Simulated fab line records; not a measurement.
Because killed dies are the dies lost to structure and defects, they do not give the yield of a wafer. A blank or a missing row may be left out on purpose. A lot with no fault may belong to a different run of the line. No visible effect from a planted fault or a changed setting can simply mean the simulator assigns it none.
Which tool is to blame? | flow berkeleyCmos170 | Sampling: 7 lots, 21 wafers, 5 of 331 route steps

## WHAT THE GAUGES SHOWED, per wafer
UCB170_SDANNEAL_RS_MEAS_05: measures by four-point-probe.
lot  | measured     | on           | NLDD_RS (ohm/sq)
L783 | day 7 09:53  | filmMetro-04 | 617.8 617.4 616.6
L786 | day 7 22:47  | filmMetro-01 | 619.1 616.4 620.0
L789 | day 8 07:33  | filmMetro-04 | 617.0 617.7 616.2
L795 | day 10 00:58 | filmMetro-03 | 616.3 615.1 615.1
L800 | day 10 17:02 | filmMetro-03 | 616.5 617.3 617.2
L801 | day 10 17:04 | filmMetro-01 | 617.6 617.9 617.8
L802 | day 10 22:56 | filmMetro-01 | 615.1 615.8 617.0

## TOOL THAT RAN EACH LOT (tool first, then ch and the chambers of the sampled wafers, then the start)
lot  | UCB170_PLDD_STRIP_10                | UCB170_NLDD_IMPLANT_08          | UCB170_NLDD_STRIP_10                | UCB170_SPACER_ETCHBACK_03
L783 | plasmaAsher-04 ch 0,1, day 6 20:13  | implanter-04 ch 0, day 6 21:35  | plasmaAsher-02 ch 0,1, day 6 21:51  | rieDiel-01 ch 1,2,3, day 7 04:04
L786 | plasmaAsher-01 ch 0,1, day 7 06:55  | implanter-04 ch 0, day 7 08:32  | plasmaAsher-02 ch 0,1, day 7 08:50  | rieDiel-01 ch 0,1,3, day 7 13:40
L789 | plasmaAsher-04 ch 0,1, day 7 19:36  | implanter-03 ch 0, day 7 22:38  | plasmaAsher-02 ch 0,1, day 7 22:55  | rieDiel-03 ch 0,1,2, day 8 02:21
L795 | plasmaAsher-02 ch 1, day 9 12:58    | implanter-02 ch 0, day 9 14:40  | plasmaAsher-03 ch 1, day 9 14:56    | rieDiel-02 ch 0,2, day 9 17:54
L800 | plasmaAsher-01 ch 0,1, day 10 01:50 | implanter-02 ch 0, day 10 03:11 | plasmaAsher-02 ch 0,1, day 10 03:29 | rieDiel-03 ch 0,2,3, day 10 07:41
L801 | plasmaAsher-01 ch 0,1, day 10 02:07 | implanter-04 ch 0, day 10 03:48 | plasmaAsher-03 ch 0,1, day 10 04:04 | rieDiel-01 ch 0,1,2, day 10 07:41
L802 | plasmaAsher-02 ch 0, day 10 12:25   | implanter-04 ch 0, day 10 14:23 | plasmaAsher-02 ch 0,1, day 10 14:40 | rieDiel-02 ch 0,1, day 10 17:35
- UCB170_PLDD_STRIP_10: strips in O2.
- UCB170_NLDD_IMPLANT_08
- UCB170_NLDD_STRIP_10: strips in O2.
- UCB170_SPACER_ETCHBACK_03: etches SiO2 in CHF3/CF4/Ar, stops on Si, target depth 376 nm, time 100 s.

## THE ANSWER, worked out from the rows above alone
Rule: what is usual is taken from the lots themselves. Put in order of their means at a reading, lots are off if they are a third of the lots or fewer, leave a main group of 4 or more, and stand apart from it by a gap of 3 or more times the standard deviation of the main group's means; of several such gaps the widest counts. The tables above print the reading to a certain number of digits; a main group whose means all agree to those digits is not used. A lot without any number at a reading at which 4 lots or more have one is off too. Any other lot the step has rows for is counted as sound.
No lot is off on any of the readings shown, so nothing can be concluded from this.

## WHAT THE SIMULATOR HAD INSERTED
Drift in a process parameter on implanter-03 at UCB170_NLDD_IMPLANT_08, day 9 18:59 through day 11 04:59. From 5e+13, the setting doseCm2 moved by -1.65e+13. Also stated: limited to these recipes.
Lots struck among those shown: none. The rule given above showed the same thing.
